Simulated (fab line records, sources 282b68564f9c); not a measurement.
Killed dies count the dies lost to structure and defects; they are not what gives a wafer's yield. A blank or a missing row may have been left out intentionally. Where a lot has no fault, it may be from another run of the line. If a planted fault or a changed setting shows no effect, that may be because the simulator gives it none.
A struck lot beside a sound one -- flow ritCmos -- 43 out of 202 route steps
Sound: wafers L994.2, L994.5, L994.6. The struck wafers were L107.3, L107.5, L107.6. The cause is named last.
Per side, at each step with rows, come the tool, then ch with its chambers, and then its first start. Under that, the readings that differ: sound wafers -- struck wafers -- difference of the means -- sigmas: that difference in standard deviations of wafers without a fault.
alike: a reading whose means differ by less than 2 such deviations, as well as words and numbers matching on both sides. not compared: withheld readings; readings where some wafer has no value; bounds like >300 that might hide an equal value; numbers whose values overlap and for which the record gives no deviation.
A row with sigmas, a row that says differs or no value, or rows on one side alone: a step with any of these is where the two part. Numbers that have no deviation but don't overlap get no sigmas and don't part them. Lack of a reading on every wafer of one side parts them only where that side has two or more wafers.

first, 4 steps without rows for these wafers: RIT_GATE_SOFTBAKE_12 (time 60 s); RIT_GATE_EXPOSE_13 (exposes mask M6, target cd 150 nm); RIT_GATE_PEB_14; RIT_GATE_DEVELOP_15 (develop time 50 s).
RIT_GATE_CD_MEAS_16 targets a cd of 150 nm.
  sound: cdSem-02 at day 4 00:18; struck: cdSem-01 at day 6 19:57
  alike: cdNm
RIT_GATE_OVL_MEAS_17:
  sound: overlay-01 at day 4 00:24; struck: overlay-02 at day 6 20:02
  alike: GATE_OVL
then, 1 step without rows for these wafers: RIT_GATE_HARDBAKE_18 (time 60 s).
RIT_GATE_ETCH_19: etches poly-Si in SF6/CHF3/O2, stops on SiO2, time 165 s, target depth 312.5 nm.
  sound on rieSi-01 ch 0,1,3, day 4 00:35; struck on rieSi-02 ch 0,3, day 6 20:13
  alike: drypumpMotorCurrentA, oesProductAu, throttleValvePct
  not compared: rfHoursCounterH
RIT_GATE_STRIP_20: strips in O2, time 180 s.
  sound on plasmaAsher-01 ch 0,1, day 4 00:41; struck on plasmaAsher-04 ch 0,1, day 6 20:23
  alike: drypumpMotorCurrentA, rfReflPowerW
  not compared: rfHoursCounterH
RIT_GATE_CD_MEAS_90 targets a cd of 150 nm.
  sound: cdSem-01 at day 4 00:53; struck: cdSem-01 at day 6 20:32
  alike: cdNm
then, 2 steps without rows for these wafers: RIT_REOX_CLEAN_00 (cleans in SC1, time 600 s); RIT_REOX_CLEAN_01 (cleans in dHF, time 30 s).
RIT_REOX_CLEAN_02: cleans in SC2, time 600 s.
  sound on wetBench-04 ch 1, day 4 01:11; struck on wetBench-04 ch 1, day 6 20:49
then, 1 step without rows for these wafers: RIT_REOX_OXIDATION_03 (target thk 25.2 nm, ox time 5580 s).
RIT_REOX_THK_MEAS_04:
  sound: filmMetro-01 at day 4 04:05; struck: filmMetro-01 at day 6 23:33
  alike: REOX_OXIDE_THK
then, 6 steps without rows for these wafers: RIT_NLDD_HMDS_00 (prime time 60 s); RIT_NLDD_COAT_01 (resist thk 1000 nm); RIT_NLDD_SOFTBAKE_02 (time 60 s); RIT_NLDD_EXPOSE_03 (exposes mask M7, target cd 40700 nm); RIT_NLDD_PEB_04; RIT_NLDD_DEVELOP_05 (develop time 50 s).
RIT_NLDD_OVL_MEAS_06:
  sound: overlay-01 at day 4 05:20; struck: overlay-01 at day 7 00:37
  alike: NLDD_OVL
then, 2 steps without rows for these wafers: RIT_NLDD_HARDBAKE_07 (time 60 s); RIT_NLDD_IMPLANT_08.
RIT_NLDD_STRIP_09: strips in O2, time 180 s.
  sound on plasmaAsher-03 ch 0,1, day 4 05:58; struck on plasmaAsher-04 ch 0,1, day 7 00:59
  alike: drypumpMotorCurrentA, rfReflPowerW
  not compared: rfHoursCounterH
RIT_NLDD_TW_MEAS_10:
  sound: filmMetro-02 at day 4 06:09; struck: filmMetro-02 at day 7 01:08
  alike: NLDD_TW
then, 6 steps without rows for these wafers: RIT_PLDD_HMDS_00 (prime time 60 s); RIT_PLDD_COAT_01 (resist thk 1000 nm); RIT_PLDD_SOFTBAKE_02 (time 60 s); RIT_PLDD_EXPOSE_03 (exposes mask M8, target cd 40900 nm); RIT_PLDD_PEB_04; RIT_PLDD_DEVELOP_05 (develop time 50 s).
RIT_PLDD_OVL_MEAS_06:
  sound: overlay-01 at day 4 07:04; struck: overlay-02 at day 7 02:09
  alike: PLDD_OVL
then, 2 steps without rows for these wafers: RIT_PLDD_HARDBAKE_07 (time 60 s); RIT_PLDD_IMPLANT_08.
RIT_PLDD_STRIP_09: strips in O2, time 180 s.
  sound on plasmaAsher-03 ch 0,1, day 4 07:23; struck on plasmaAsher-01 ch 0,1, day 7 02:32
reading,sound,struck,difference,sigmas
drypumpMotorCurrentA (A),6.5 5.7 6.5,5.2 5.2 5.3,-1.0,-2
  alike: rfReflPowerW
  not compared: rfHoursCounterH
RIT_PLDD_TW_MEAS_10:
  sound: filmMetro-02 at day 4 07:34; struck: filmMetro-03 at day 7 02:40
  alike: PLDD_TW
then, 4 steps without rows for these wafers: RIT_SPACER_CLEAN_00 (cleans in SC1, time 600 s); RIT_SPACER_CLEAN_01 (cleans in dHF, time 30 s); RIT_SPACER_CLEAN_02 (cleans in SC2, time 600 s); RIT_SPACER_CVD_03 (deposits Si3N4 from SiH2Cl2/NH3, target thk 250 nm, time 3300 s).
RIT_SPACER_THK_MEAS_04:
  sound: filmMetro-02 at day 4 09:55; struck: filmMetro-04 at day 7 06:43
  alike: SPACER_NITRIDE_THK
RIT_M1_PROBE_99:
  sound: prober-02 at day 4 21:33; struck: prober-01 at day 7 18:01
reading,sound,struck,difference,sigmas
killedAtFrontEnd,10 4 3,23 23 18,+16,+5
killedDies,10 5 3,23 23 19,+16,+5
killedOnRim,5 0 0,12 10 8,+8,+6
  alike: killedAtContacts, killedOpen, killedShort

## WHERE THEY PART
Earliest at RIT_PLDD_STRIP_09; latest, in this record, at RIT_M1_PROBE_99.

WHY: what the simulator had put in
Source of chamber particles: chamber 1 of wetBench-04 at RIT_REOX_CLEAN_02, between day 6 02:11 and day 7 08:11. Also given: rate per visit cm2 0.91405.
